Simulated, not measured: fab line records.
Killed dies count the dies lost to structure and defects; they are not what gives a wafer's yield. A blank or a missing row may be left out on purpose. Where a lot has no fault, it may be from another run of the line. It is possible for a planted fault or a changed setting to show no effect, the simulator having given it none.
Commonality check across tools | flow rit cmos | Sampled: 15 lots, 45 wafers

WHY THIS WAS OPENED
3 of 15 lots carry a flag on the reading PSD_TW at RIT_PSD_TW_MEAS_10. Fault-free wafers read 3413, with a standard deviation of 34.
Rule: flag the lot when none of its wafers has a number, or when each of its wafers that has one lies beyond 4 standard deviations from that mean. As for the other lots, they are considered sound.

lot  | measured    | on            | PSD_TW, wafer by wafer | flag
L782 | day 3 01:41 | film metro-01 | 3422 3424 3422         |
L783 | day 3 08:13 | film metro-04 | 3396 3415 3403         |
L784 | day 3 12:52 | film metro-01 | 3431 3440 3443         |
L787 | day 4 01:24 | film metro-01 | 3427 3435 3421         |
L790 | day 4 22:23 | film metro-03 | 3393 3377 3390         |
L791 | day 5 00:53 | film metro-04 | 3120 3136 3125         | FLAGGED
L792 | day 5 05:33 | film metro-04 | 3142 3130 3127         | FLAGGED
L793 | day 5 18:16 | film metro-01 | 3150 3132 3115         | FLAGGED
L794 | day 5 20:54 | film metro-03 | 3354 3360 3374         |
L795 | day 5 22:09 | film metro-03 | 3358 3356 3373         |
L797 | day 6 06:16 | film metro-01 | 3464 3455 3469         |
L799 | day 6 19:09 | film metro-03 | 3366 3367 3383         |
L803 | day 7 10:34 | film metro-01 | 3434 3446 3443         |
L804 | day 7 15:40 | film metro-03 | 3388 3390 3385         |
L805 | day 7 19:59 | film metro-03 | 3345 3383 3374         |
The mean of the flagged lots' numbers is 3131, -282 from the usual (-8 standard deviations).

WHICH TOOL EACH LOT WENT THROUGH
The record holds 1 process step before the reading, out of a route of 202 steps. Every cell lists first the tool, next ch and the chambers used by the sampled wafers, and last the start.
lot  | flag    | RIT_PSD_IMPLANT_08
L782 |         | implanter-02 ch 0, day 3 01:22
L783 |         | implanter-03 ch 0, day 3 07:54
L784 |         | implanter-02 ch 0, day 3 12:33
L787 |         | implanter-02 ch 0, day 4 01:06
L790 |         | implanter-02 ch 0, day 4 22:03
L791 | FLAGGED | implanter-02 ch 0, day 5 00:34
L792 | FLAGGED | implanter-02 ch 0, day 5 05:13
L793 | FLAGGED | implanter-02 ch 0, day 5 17:56
L794 |         | implanter-04 ch 0, day 5 20:35
L795 |         | implanter-03 ch 0, day 5 21:50
L797 |         | implanter-03 ch 0, day 6 05:57
L799 |         | implanter-04 ch 0, day 6 18:50
L803 |         | implanter-04 ch 0, day 7 10:15
L804 |         | implanter-04 ch 0, day 7 15:21
L805 |         | implanter-04 ch 0, day 7 19:40
These steps, and what they do:
- RIT_PSD_IMPLANT_08
- RIT_PSD_TW_MEAS_10

FLAGGED AGAINST TOTAL, ONE TOOL AT A TIME (gauges that did the reading follow at the end)
step               | tool          | lots run | flagged | share of the flagged lots | sound lots run after its first flagged lot
RIT_PSD_IMPLANT_08 | implanter-02  | 7        | 3       | all                       | 0
RIT_PSD_IMPLANT_08 | implanter-03  | 3        | 0       | none                      | -
RIT_PSD_IMPLANT_08 | implanter-04  | 5        | 0       | none                      | -
RIT_PSD_TW_MEAS_10 | film metro-01 | 6        | 1       | some                      | 2 (L797,L803)
RIT_PSD_TW_MEAS_10 | film metro-03 | 6        | 0       | none                      | -
RIT_PSD_TW_MEAS_10 | film metro-04 | 3        | 2       | some                      | 0

WHAT IS ALLOWED BY THE TABLE
All flagged lots share 1 row of the table, namely implanter-02 at RIT_PSD_IMPLANT_08.
- implanter-02 at RIT_PSD_IMPLANT_08 ran 7 lots, 3 of them flagged. It ran its last sound lot, L790, at day 4 22:03 and its first flagged lot, L791, at day 5 00:34: a fault with its onset between the two fits. Its own readings lie more than 4 standard deviations out on every wafer of the flagged lots: beam energy keV.
Just one tool remains: implanter-02 at RIT_PSD_IMPLANT_08.

WHAT THE SIMULATOR HAD INSERTED
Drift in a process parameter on implanter-02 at RIT_PSD_IMPLANT_08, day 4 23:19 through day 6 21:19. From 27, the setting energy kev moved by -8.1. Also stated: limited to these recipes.
Struck lots among those shown: L791, L792, L793. This agrees with what the rule above found.
